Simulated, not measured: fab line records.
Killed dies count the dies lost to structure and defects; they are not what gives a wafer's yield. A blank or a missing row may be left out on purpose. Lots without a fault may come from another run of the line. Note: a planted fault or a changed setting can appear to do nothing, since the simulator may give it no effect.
2 desks, one fault    flow berkeley-cmos170    each desk holds nothing but its own numbers, with what lay behind them at the end

== THE TOOL OWNER'S DESK: krf-scanner-01 ==
The tool's own readings at UCB170_NWELL_EXPOSE_09 (exposes mask NWELL, target cd 3000 nm): means of the sampled wafers that have a number, for each lot that ran on this tool. Marked OUT: a lot whose mean sits more than 4 standard deviations from the usual mean, which makes it out of limits; the brackets give that distance.
Columns: A = exposure-dose-mJ-cm2 at UCB170_NWELL_EXPOSE_09, usual 25.001
lot   first seen here  A
L454  day 4 20:10      25.019
L457  day 5 11:52      27.291 (+95) OUT
L459  day 6 02:48      27.310 (+96) OUT
L461  day 6 08:48      27.275 (+95) OUT
This desk's finding: out of limits on L457, L459, L461; first on L457, day 5 11:52 (exposure-dose-mJ-cm2 at UCB170_NWELL_EXPOSE_09). In limits: L454.

== THE METROLOGY DESK ==
What the gauges read for every lot (on any tool): the sampled wafers with a number, averaged. Marked OUT: a lot whose mean sits more than 4 standard deviations from the usual mean, which makes it out of limits; the brackets give that distance.
Columns: A = NWELL_OXIDE_THK at UCB170_NWELL_THK_MEAS_02, usual 26.4 nm; B = NWELL_NITRIDE_THK at UCB170_NWELL_THK_MEAS_05, usual 223.4 nm; C = NWELL_OVL at UCB170_NWELL_OVL_MEAS_12, usual -1 nm
lot   first seen here  A     B      C
L444  day 2 06:23      25.9  220.5  1
L454  day 4 14:45      25.7  222.7  0
L456  day 4 20:37      27.1  223.8  -7
L457  day 5 05:05      26.6  226.2  2
L459  day 5 15:34      26.7  220.8  10
L461  day 6 01:33      26.1  222.8  5
L464  day 6 11:48      26.1  224.7  4
This desk found nothing out of limits on any of the 7 lots.

== ALL TOGETHER ==
At day 5 11:52, on L457, L459, L461, the tool owner's desk was in a position to raise an alarm.
From the metrology desk's view, nothing was out of limits.
The metrology desk has L457, L459, L461 on record, within its limits.
The lots listed all ran UCB170_NWELL_EXPOSE_09 on krf-scanner-01.

== WHAT THE SIMULATOR HAD INSERTED ==
Process parameters drifting: krf-scanner-01 at UCB170_NWELL_EXPOSE_09, beginning at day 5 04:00. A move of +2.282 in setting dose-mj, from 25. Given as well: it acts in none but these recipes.
Lots struck among those shown: L457, L459, L461.
Delay in hours, fault start to first out-of-limits reading, by desk: the tool owner's desk at 8.
